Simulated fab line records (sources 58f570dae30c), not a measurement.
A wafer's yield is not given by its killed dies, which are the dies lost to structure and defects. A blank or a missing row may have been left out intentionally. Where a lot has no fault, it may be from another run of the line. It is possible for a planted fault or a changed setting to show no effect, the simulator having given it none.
fab line records | flow berkeley-cmos170
[record] lots = 15 | wafers = 45 | last-day = 12
route steps=331 shown ACTIVE@71 SPACER@171 CONTACT@218 M2@274
lots that met no fault: from a run of the same line without faults
start-h: the number of hours between the record's first day and the start of the first shown wafer of the lot | wait-h: hours elapsed since this lot's preceding step | " same as the row above | L1.1+2: one row covering several wafers at once | - no value, or no start given | * or withheld: withheld | < > ~ a bound
route shown NAME@n: NAME is a module with steps in the file, n the number in the route of the first one | usual: the fault-free wafers' mean and standard deviation | same: alike in all rows | chamber/n: place in a boat | sites: the reading at each site | _std_site: standard deviation across them | _edge_site: outer sites' mean less inner sites' | radius-mm: how far each site lies from the wafer's centre | mask NAME#n: copy n | behind: tool/chamber where the wafer was last shaped | hold: why the lot was held/for how many hours/how that ended | device: the n, p or np transistor that did not switch | end of line: at the end of the route, the tests of the same wafers | a step with no rows: only its recipe | killed: count of dies lost to structure and defects at first sort (not the wafer's yield) | map: shows each die of a wafer: x if killed, . if not, _ if none is there
set.NAME: the setting the step ran with; set.NAME@STEP: the setting that earlier step ran with | model.NAME: the simulator's own value behind a step, which no gauge read
one table for each step of the route and one row for each wafer, over a sample of lots
services: the hour from which a tool's chamber was out of use, counted from the record's first day as start-h (under 0 if before that day), plus the number of hours and why
[[steps]]
[step UCB170_ACTIVE_PEB_11]
[recipe] peb-temp-c = 129.5 | peb-time-s = withheld | resist = KrF
[usual] chill-plate-temp-C = 22.99/0.11 | exhaust-pa = 45.1/0.87
lot.wafer | tool           | chamber | start-h | wait-h | chill-plate-temp-C | exhaust-pa
L303.1    | litho-track-02 | 0       | 77.83   | 0.6    | 22.99              | 44.3
L303.4    | "              | 0       | "       | "      | 22.99              | 44.9
L303.5    | "              | 0       | "       | "      | 23.02              | 44.3
L305.2    | litho-track-04 | 0       | 79.92   | 0.2    | 23.12              | 44.7
L305.4    | "              | 0       | "       | "      | 23.18              | 45.0
L305.6    | "              | 0       | "       | "      | 23.06              | 46.0
L307.2    | litho-track-01 | 0       | 86.53   | 0.1    | 23.11              | 45.3
L307.4    | "              | 0       | "       | "      | 23.07              | 46.9
L307.5    | "              | 0       | "       | "      | 23.15              | 44.1
L309.2    | litho-track-01 | 0       | 100.08  | 0.1    | 22.94              | 46.0
L309.3    | "              | 0       | "       | "      | 22.85              | 46.2
L309.4    | "              | 0       | "       | "      | 23.00              | 46.9
L310.1    | litho-track-04 | 0       | 114.22  | 0.3    | 22.89              | 47.7
L310.2    | "              | 0       | "       | "      | 22.91              | 45.4
L310.6    | "              | 0       | "       | "      | 23.14              | 44.7
L312.2    | litho-track-04 | -       | 120.29  | 0.4    | -                  | -
L312.3    | "              | -       | "       | "      | -                  | -
L312.6    | "              | -       | "       | "      | -                  | -
L315.3    | litho-track-04 | -       | 123.27  | 0.7    | -                  | -
L315.4    | "              | -       | "       | "      | -                  | -
L315.5    | "              | -       | "       | "      | -                  | -
L314.1    | litho-track-04 | -       | 123.49  | 0.7    | -                  | -
L314.2    | "              | -       | "       | "      | -                  | -
L314.6    | "              | -       | "       | "      | -                  | -
L316.1    | litho-track-01 | 0       | 135.65  | 0.2    | 23.02              | 44.9
L316.2    | "              | 0       | "       | "      | 22.86              | 45.2
L316.3    | "              | 0       | "       | "      | 22.92              | 45.4
L322.3    | litho-track-02 | 0       | 169.55  | 0.6    | 22.87              | 44.9
L322.4    | "              | 0       | "       | "      | 22.96              | 44.1
L322.5    | "              | 0       | "       | "      | 22.92              | 44.8
L321.1    | litho-track-04 | 0       | 169.60  | 0.5    | 23.05              | 45.1
L321.2    | "              | 0       | "       | "      | 23.18              | 44.5
L321.3    | "              | 0       | "       | "      | 23.14              | 44.5
L323.1    | litho-track-04 | 0       | 173.34  | 0.1    | 23.09              | 46.0
L323.2    | "              | 0       | "       | "      | 22.87              | 45.4
L323.5    | "              | 0       | "       | "      | 22.88              | 44.3
L324.2    | litho-track-01 | 0       | 185.87  | 0.1    | 23.09              | 45.3
L324.3    | "              | 0       | "       | "      | 23.18              | 45.4
L324.4    | "              | 0       | "       | "      | 23.17              | 45.4
L325.1    | litho-track-02 | 0       | 193.42  | 0.5    | 22.86              | 44.8
L325.3    | "              | 0       | "       | "      | 22.88              | 43.8
L325.5    | "              | 0       | "       | "      | 22.89              | 44.8
L326.3    | litho-track-01 | 0       | 196.01  | 0.1    | 22.91              | 45.3
L326.4    | "              | 0       | "       | "      | 22.98              | 45.4
L326.6    | "              | 0       | "       | "      | 22.89              | 45.9
[step UCB170_SPACER_CVD_00]
[recipe] material = SiO2 | target-thk-nm = 376 | temp-c = 390 | precursor = TEOS/O2 | time-s = 47 | rf-w = 550 | pressure-mtorr = 9000
[usual] heater-power-w = 242/40 | pressure-mtorr = 9000/20
lot.wafer | tool     | chamber | start-h | wait-h | heater-power-w | pressure-mtorr
L303.1    | pecvd-01 | 1       | 122.88  | 0.0    | 287            | 9026
L303.4    | "        | 0       | "       | "      | 257            | 8967
L303.5    | "        | 2       | "       | "      | 336            | 9036
L305.2    | pecvd-03 | 2       | 125.83  | 0.0    | 164            | 9007
L305.4    | "        | 1       | "       | "      | 298            | 9028
L305.6    | "        | 0       | "       | "      | 275            | 9005
L307.2    | pecvd-04 | 1       | 136.70  | 0.0    | 176            | 9019
L307.4    | "        | 2       | "       | "      | 264            | 9007
L307.5    | "        | 1       | "       | "      | 195            | 9022
L309.2    | pecvd-04 | 0       | 154.16  | 0.0    | 237            | 9004
L309.3    | "        | 2       | "       | "      | 303            | 8974
L309.4    | "        | 2       | "       | "      | 204            | 8991
L310.1    | pecvd-04 | 2       | 163.18  | 0.0    | 203            | 8973
L310.2    | "        | 0       | "       | "      | 181            | 8968
L310.6    | "        | 2       | "       | "      | 219            | 8990
L316.1    | pecvd-01 | 1       | 187.71  | 0.0    | 267            | 9017
L316.2    | "        | 0       | "       | "      | 220            | 8999
L316.3    | "        | 2       | "       | "      | 259            | 9009
L321.1    | pecvd-01 | 0       | 219.77  | 0.0    | 272            | 9018
L321.2    | "        | 1       | "       | "      | 257            | 9030
L321.3    | "        | 2       | "       | "      | 293            | 9005
L322.3    | pecvd-03 | 2       | 220.04  | 0.0    | 152            | 9004
L322.4    | "        | 2       | "       | "      | 162            | 9024
L322.5    | "        | 0       | "       | "      | 277            | 9007
L323.1    | pecvd-04 | 1       | 220.35  | 0.0    | 165            | 8997
L323.2    | "        | 0       | "       | "      | 265            | 9019
L323.5    | "        | 0       | "       | "      | 176            | 8999
L324.2    | pecvd-01 | 0       | 243.78  | 0.0    | 202            | 9008
L324.3    | "        | 1       | "       | "      | 252            | 9028
L324.4    | "        | 2       | "       | "      | 256            | 9010
L325.1    | pecvd-04 | 0       | 250.13  | 0.0    | 237            | 9000
L325.3    | "        | 1       | "       | "      | 206            | 9015
L325.5    | "        | 1       | "       | "      | 218            | 9019
L326.3    | pecvd-04 | 0       | 250.40  | 0.0    | 244            | 8988
L326.4    | "        | 2       | "       | "      | 204            | 9020
L326.6    | "        | 1       | "       | "      | 230            | 9005
[step UCB170_CONTACT_THK_MEAS_02]
[recipe] reads = PSG_of_CONTACT_CVD_01
[usual] CONTACT_PSG_THK = 702/6.2
lot.wafer | tool          | chamber | start-h | wait-h | CONTACT_PSG_THK[nm]
L303.1    | film-metro-02 | -       | 134.24  | 0.0    | 689
L303.4    | "             | -       | "       | "      | 696
L303.5    | "             | -       | "       | "      | 695
L305.2    | film-metro-03 | -       | 142.88  | 0.0    | 700
L305.4    | "             | -       | "       | "      | 703
L305.6    | "             | -       | "       | "      | 696
L307.2    | film-metro-03 | -       | 151.18  | 0.0    | 704
L307.4    | "             | -       | "       | "      | 708
L307.5    | "             | -       | "       | "      | 705
L309.2    | film-metro-04 | -       | 165.21  | 0.0    | 697
L309.3    | "             | -       | "       | "      | 699
L309.4    | "             | -       | "       | "      | 695
L310.1    | film-metro-03 | -       | 176.00  | 0.0    | 695
L310.2    | "             | -       | "       | "      | 699
L310.6    | "             | -       | "       | "      | 699
L316.1    | film-metro-03 | -       | 200.02  | 0.0    | 700
L316.2    | "             | -       | "       | "      | 698
L316.3    | "             | -       | "       | "      | 700
L321.1    | film-metro-03 | -       | 235.63  | 0.0    | 694
L321.2    | "             | -       | "       | "      | 698
L321.3    | "             | -       | "       | "      | 701
L323.1    | film-metro-03 | -       | 237.01  | 0.0    | 708
L323.2    | "             | -       | "       | "      | 708
L323.5    | "             | -       | "       | "      | 708
L322.3    | film-metro-04 | -       | 237.03  | 0.0    | 709
L322.4    | "             | -       | "       | "      | 709
L322.5    | "             | -       | "       | "      | 701
L324.2    | film-metro-04 | -       | 258.21  | 0.0    | 712
L324.3    | "             | -       | "       | "      | 708
L324.4    | "             | -       | "       | "      | 713
L325.1    | film-metro-03 | -       | 262.53  | 0.0    | 711
L325.3    | "             | -       | "       | "      | 709
L325.5    | "             | -       | "       | "      | 709
L326.3    | film-metro-03 | -       | 263.90  | 0.0    | 703
L326.4    | "             | -       | "       | "      | 712
L326.6    | "             | -       | "       | "      | 709
[step UCB170_M2_THK_MEAS_03]
[recipe] thk-meas-gauge = xrf | reads = Al_of_M2_SPUTTER_01
[usual] M2_AL_THK = 889/13
lot.wafer | tool          | chamber | start-h | wait-h | M2_AL_THK[nm]
L303.1    | film-metro-02 | -       | 148.15  | 0.1    | 909
L303.4    | "             | -       | "       | "      | 886
L303.5    | "             | -       | "       | "      | 910
L305.2    | film-metro-02 | -       | 152.98  | 0.1    | 899
L305.4    | "             | -       | "       | "      | 901
L305.6    | "             | -       | "       | "      | 883
L307.2    | film-metro-02 | -       | 164.54  | 0.1    | 898
L307.4    | "             | -       | "       | "      | 881
L307.5    | "             | -       | "       | "      | 911
L309.2    | film-metro-04 | -       | 177.86  | 0.1    | 885
L309.3    | "             | -       | "       | "      | 890
L309.4    | "             | -       | "       | "      | 880
L310.1    | film-metro-04 | -       | 187.17  | 0.1    | 881
L310.2    | "             | -       | "       | "      | 869
L310.6    | "             | -       | "       | "      | 877
L316.1    | film-metro-04 | -       | 215.24  | 0.1    | 876
L316.2    | "             | -       | "       | "      | 876
L316.3    | "             | -       | "       | "      | 876
L321.1    | film-metro-04 | -       | 247.26  | 0.1    | 865
L321.2    | "             | -       | "       | "      | 892
L321.3    | "             | -       | "       | "      | 889
L322.3    | film-metro-04 | -       | 247.62  | 0.1    | 867
L322.4    | "             | -       | "       | "      | 873
L322.5    | "             | -       | "       | "      | 877
L323.1    | film-metro-02 | -       | 247.88  | 0.1    | 891
L323.2    | "             | -       | "       | "      | 899
L323.5    | "             | -       | "       | "      | 891
L324.2    | film-metro-04 | -       | 269.99  | 0.1    | 873
L324.3    | "             | -       | "       | "      | 890
L324.4    | "             | -       | "       | "      | 872
L325.1    | film-metro-01 | -       | 278.22  | 0.1    | 897
L325.3    | "             | -       | "       | "      | 877
L325.5    | "             | -       | "       | "      | 890
L326.3    | film-metro-02 | -       | 278.52  | 0.1    | 911
L326.4    | "             | -       | "       | "      | 893
L326.6    | "             | -       | "       | "      | 882
[[services]]
tool     | chamber | start-h | hours | kind
pecvd-03 | 0       | 79.50   | 21.3  | repair
pecvd-04 | 0       | 119.77  | 9.6   | repair
pecvd-04 | -       | 123.71  | 0.5   | repair
pecvd-03 | 0       | 129.87  | 5.4   | repair
pecvd-01 | -       | 135.50  | 14.0  | pm
pecvd-01 | 0       | 135.50  | 14.0  | vent-cycle
pecvd-01 | 1       | 135.50  | 14.0  | vent-cycle
pecvd-01 | 2       | 135.50  | 14.0  | vent-cycle
pecvd-04 | -       | 137.41  | 1.7   | repair
pecvd-01 | 0       | 149.50  | -     | clean
pecvd-01 | 1       | 149.50  | -     | clean
pecvd-01 | 2       | 149.50  | -     | clean
pecvd-04 | -       | 157.71  | 4.3   | pm
pecvd-03 | -       | 173.47  | 2.8   | pm
pecvd-01 | 2       | 190.28  | 4.6   | repair
pecvd-03 | 1       | 239.47  | 6.8   | repair
pecvd-03 | -       | 239.76  | 0.8   | repair
pecvd-03 | -       | 242.50  | 14.0  | pm
pecvd-03 | 0       | 242.50  | 14.0  | vent-cycle
pecvd-03 | 1       | 242.50  | 14.0  | vent-cycle
pecvd-03 | 2       | 242.50  | 14.0  | vent-cycle
[[key]]
[first-sign] step = UCB170_ACTIVE_PEB_11 | reading = tool-record | direction = missing
effect none on later readings
met-at UCB170_ACTIVE_PEB_11
struck-lots L312,L314,L315
later-rows-left-out L312.2,L312.3,L312.6,L314.1,L314.2,L314.6,L315.3,L315.4,L315.5
sort-left-out L312.2,L312.3,L312.6,L314.1,L314.2,L314.6,L315.3,L315.4,L315.5
tester-left-out L312,L314,L315
not-acting-at UCB170_SPACER_CVD_00,UCB170_CONTACT_THK_MEAS_02,UCB170_M2_THK_MEAS_03
onset-between 114.22 120.29
[fault] kind = skipped-step-whole | tool = litho-track-04 | chamber = - | onset-h = 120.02 | steps = UCB170_ACTIVE_PEB_11 | scope = struck-lots-only
// tester-left-out: of these lots the tester's yield and bins aren't shown, on N5 and GAA mostly nor the transistor test; their killed dies are dies lost to structure and defects alone, not to doping, threshold or leakage, so they don't give the yield
// sort-left-out: the simulated sort isn't trusted on such a fault, so these wafers' sort isn't shown, and their yield isn't known
// later-rows-left-out: the simulator's readings of these wafers behind a module that went badly wrong aren't trusted and aren't shown, but for the sort
